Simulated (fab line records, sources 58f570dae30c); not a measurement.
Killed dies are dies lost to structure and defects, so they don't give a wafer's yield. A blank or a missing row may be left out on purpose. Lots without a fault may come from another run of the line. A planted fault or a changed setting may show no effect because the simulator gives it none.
Which tool did it? | flow berkeley_cmos170 | 14 lots, 42 wafers sampled, at 5 steps of a route of 331

WHAT THE GAUGES READ, wafer by wafer
UCB170_WELLDRIVE_THK_MEAS_02. Usual: WELLDRIVE_OXIDE_THK 198 nm, standard deviation 4.
lot  | measured    | on            | WELLDRIVE_OXIDE_THK (nm) | flag
L491 | day 3 19:48 | film_metro-02 | 196 195 195              |
L493 | day 4 02:10 | film_metro-01 | 197 195 198              |
L492 | day 4 02:14 | film_metro-02 | 202 204 196              |
L496 | day 4 17:15 | film_metro-01 | 199 200 199              |
L495 | day 4 17:15 | film_metro-02 | 198 197 196              |
L500 | day 5 07:14 | film_metro-01 | 203 201 204              |
L502 | day 6 03:19 | film_metro-02 | 195 198 198              |
L504 | day 6 06:49 | film_metro-04 | 192 194 197              |
L508 | day 7 06:09 | film_metro-01 | 191 196 189              |
L509 | day 7 16:34 | film_metro-02 | 198 195 197              |
L510 | day 7 16:33 | film_metro-04 | 199 199 196              |
L513 | day 8 12:16 | film_metro-04 | 199 201 200              |
L512 | day 8 12:16 | film_metro-02 | 196 200 196              |
L514 | day 8 18:31 | film_metro-02 | 205 204 202              |

UCB170_ACTIVE_THK_MEAS_06. Usual: ACTIVE_NITRIDE_THK 219.5 nm, standard deviation 1.9.
lot  | measured    | on            | ACTIVE_NITRIDE_THK (nm) | flag
L491 | day 4 10:19 | film_metro-01 | 221.8 221.6 223.6       |
L493 | day 4 17:31 | film_metro-01 | 219.5 219.3 220.5       |
L492 | day 4 17:32 | film_metro-03 | 217.3 217.4 216.8       |
L496 | day 5 11:29 | film_metro-04 | 221.8 221.2 222.4       |
L495 | day 5 11:29 | film_metro-03 | 220.5 219.4 220.1       |
L500 | day 5 23:11 | film_metro-04 | 220.0 218.3 218.1       |
L502 | day 7 04:13 | film_metro-01 | 218.5 217.2 217.6       |
L504 | day 7 04:13 | film_metro-03 | 220.4 218.3 219.8       |
L508 | day 8 02:05 | film_metro-04 | 222.7 224.1 223.8       |
L509 | day 8 09:52 | film_metro-04 | 217.5 218.2 218.3       |
L510 | day 8 09:51 | film_metro-03 | 219.1 218.2 216.8       |
L513 | day 9 10:43 | film_metro-03 | 219.9 220.3 219.5       |
L512 | day 9 10:43 | film_metro-04 | 216.9 218.3 218.3       |
L514 | day 9 17:02 | film_metro-04 | 218.4 219.7 218.2       |

UCB170_ACTIVE_CD_MEAS_90: target cd 1200 nm. Usual: cd_nm 1200.2 nm, standard deviation 1.6.
lot  | measured    | on        | cd_nm (nm)           | flag
L491 | day 4 12:35 | cd_sem-01 | 1200.1 1199.7 1199.6 |
L493 | day 4 20:35 | cd_sem-01 | 1201.3 1198.9 1199.8 |
L492 | day 4 20:27 | cd_sem-02 | 1196.9 1197.0 1197.4 |
L496 | day 5 12:55 | cd_sem-01 | 1199.1 1199.6 1199.2 |
L495 | day 5 13:13 | cd_sem-02 | 1197.7 1198.3 1198.6 |
L500 | day 6 01:19 | cd_sem-01 | 1201.6 1201.3 1201.9 |
L502 | day 7 05:34 | cd_sem-01 | 1201.2 1198.0 1198.1 |
L504 | day 7 05:49 | cd_sem-01 | 1201.3 1201.1 1201.7 |
L508 | day 8 03:41 | cd_sem-02 | 1202.9 1202.9 1203.1 |
L509 | day 8 12:19 | cd_sem-01 | 1202.2 1200.5 1200.8 |
L510 | day 8 12:01 | cd_sem-01 | 1199.8 1199.3 1199.6 |
L513 | day 9 12:17 | cd_sem-02 | 1201.6 1201.1 1200.9 |
L512 | day 9 12:02 | cd_sem-02 | 1199.2 1199.2 1198.8 |
L514 | day 9 18:46 | cd_sem-01 | 1201.1 1201.5 1202.4 |

WHICH TOOL RAN EACH LOT (tool, then ch and the chambers of the sampled wafers, then the start)
lot  | UCB170_PWELL_ETCH_14              | UCB170_PWELL_STRIP_16
L491 | rie_diel-01 ch 0,1, day 3 04:22   | plasma_asher-04 ch 0,1, day 3 04:39
L493 | rie_diel-03 ch 0,2,3, day 3 13:24 | plasma_asher-02 ch 0,1, day 3 13:39
L492 | rie_diel-01 ch 1,2,3, day 3 13:41 | plasma_asher-03 ch 0,1, day 3 13:58
L496 | rie_diel-03 ch 1,2,3, day 4 04:17 | plasma_asher-02 ch 0,1, day 4 04:32
L495 | rie_diel-04 ch 0,2,3, day 4 04:40 | plasma_asher-03 ch 0,1, day 4 04:55
L500 | rie_diel-03 ch 1,2,3, day 4 18:53 | plasma_asher-02 ch 0,1, day 4 19:08
L502 | rie_diel-03 ch 1,3, day 5 14:50   | plasma_asher-02 ch 0,1, day 5 15:05
L504 | rie_diel-04 ch 0,3, day 5 19:00   | plasma_asher-04 ch 0,1, day 5 19:15
L508 | rie_diel-04 ch 2,3, day 6 19:25   | plasma_asher-03 ch 1, day 6 19:40
L509 | rie_diel-04 ch 2,3, day 7 04:30   | plasma_asher-02 ch 0, day 7 04:45
L510 | rie_diel-01 ch 1,3, day 7 04:55   | plasma_asher-03 ch 0,1, day 7 05:10
L513 | rie_diel-03 ch 2,3, day 7 23:43   | plasma_asher-04 ch 0,1, day 7 23:58
L512 | rie_diel-01 ch 1,2, day 7 23:53   | plasma_asher-04 ch 0,1, day 8 00:08
L514 | rie_diel-01 ch 2,3, day 8 05:45   | plasma_asher-03 ch 1, day 8 06:00
- UCB170_PWELL_ETCH_14: etches Si3N4 in CH3F/Ar/O2, stops on SiO2, target depth 242 nm, time 151 s.
- UCB170_PWELL_STRIP_16: strips in O2.

WHAT THE TOOLS THEMSELVES READ (means of the sampled wafers that have a number; where no wafer has one, the mark that the record gives instead)
UCB170_PWELL_ETCH_14. Usual: drypump_motor_current_A 5.5 A, standard deviation 0.39; oes_product_au 0.942 a.u., standard deviation 0.014; throttle_valve_pct 8.04 %, standard deviation 0.12.
lot  | tool        | drypump_motor_current_A (A) | oes_product_au (a.u.) | throttle_valve_pct (%) | flag
L491 | rie_diel-01 | 5.3                         | 0.952                 | 8.07                   |
L493 | rie_diel-03 | 5.4                         | 0.937                 | 8.12                   |
L492 | rie_diel-01 | 5.7                         | 0.936                 | 8.04                   |
L496 | rie_diel-03 | 5.4                         | 0.946                 | 8.02                   |
L495 | rie_diel-04 | 5.7                         | 0.954                 | 7.99                   |
L500 | rie_diel-03 | 5.4                         | 0.790                 | 8.03                   | OFF
L502 | rie_diel-03 | 5.1                         | 0.794                 | 7.93                   | OFF
L504 | rie_diel-04 | 5.8                         | 0.949                 | 8.00                   |
L508 | rie_diel-04 | 5.5                         | 0.952                 | 8.09                   |
L509 | rie_diel-04 | 5.7                         | 0.953                 | 7.95                   |
L510 | rie_diel-01 | 5.5                         | 0.942                 | 8.04                   |
L513 | rie_diel-03 | 5.2                         | 0.945                 | 8.02                   |
L512 | rie_diel-01 | 5.7                         | 0.937                 | 8.06                   |
L514 | rie_diel-01 | 5.8                         | 0.918                 | 8.05                   |

UCB170_PWELL_STRIP_16. Usual: drypump_motor_current_A 6.05 A, standard deviation 0.24; oes_product_au 0.720 a.u., standard deviation 0.0042; strip_time_to_endpoint_s 18.08 s, standard deviation 0.075.
lot  | tool            | drypump_motor_current_A (A) | oes_product_au (a.u.) | strip_time_to_endpoint_s (s) | flag
L491 | plasma_asher-04 | 5.95                        | 0.722                 | 18.18                        |
L493 | plasma_asher-02 | 6.22                        | 0.720                 | 17.97                        |
L492 | plasma_asher-03 | 5.98                        | 0.721                 | 18.17                        |
L496 | plasma_asher-02 | 6.23                        | 0.720                 | 18.07                        |
L495 | plasma_asher-03 | 5.99                        | 0.718                 | 18.08                        |
L500 | plasma_asher-02 | 6.22                        | 0.720                 | 19.49                        | OFF
L502 | plasma_asher-02 | 6.23                        | 0.720                 | 19.41                        | OFF
L504 | plasma_asher-04 | 5.93                        | 0.721                 | 18.12                        |
L508 | plasma_asher-03 | 5.95                        | 0.723                 | 18.06                        |
L509 | plasma_asher-02 | 6.37                        | 0.721                 | 18.05                        |
L510 | plasma_asher-03 | 5.97                        | 0.719                 | 18.12                        |
L513 | plasma_asher-04 | 5.93                        | 0.717                 | 18.05                        |
L512 | plasma_asher-04 | 5.95                        | 0.721                 | 18.16                        |
L514 | plasma_asher-03 | 5.97                        | 0.726                 | 18.00                        |

THE ANSWER, worked out from the rows above alone
Rule: a lot is off if the mean of its wafers that have a number lies more than 3 standard deviations from the usual mean. A lot without any number at a reading at which 4 lots or more have one is off too. The other lots that the step has rows for count as sound. The gauges are gone through in route order, then the tools' own readings, and for those a lot's mean is taken as printed above. The first step at which some lot is off is used, and at that step the reading that is off furthest; a lot without a number counts as furthest.
Off: L500, L502, at UCB170_PWELL_ETCH_14 (oes_product_au).
A tool fits if, at that step or a process step before it, it ran every lot that is off, and no sound lot after the first of them. None of those tried fits.

WHAT THE SIMULATOR HAD PUT IN
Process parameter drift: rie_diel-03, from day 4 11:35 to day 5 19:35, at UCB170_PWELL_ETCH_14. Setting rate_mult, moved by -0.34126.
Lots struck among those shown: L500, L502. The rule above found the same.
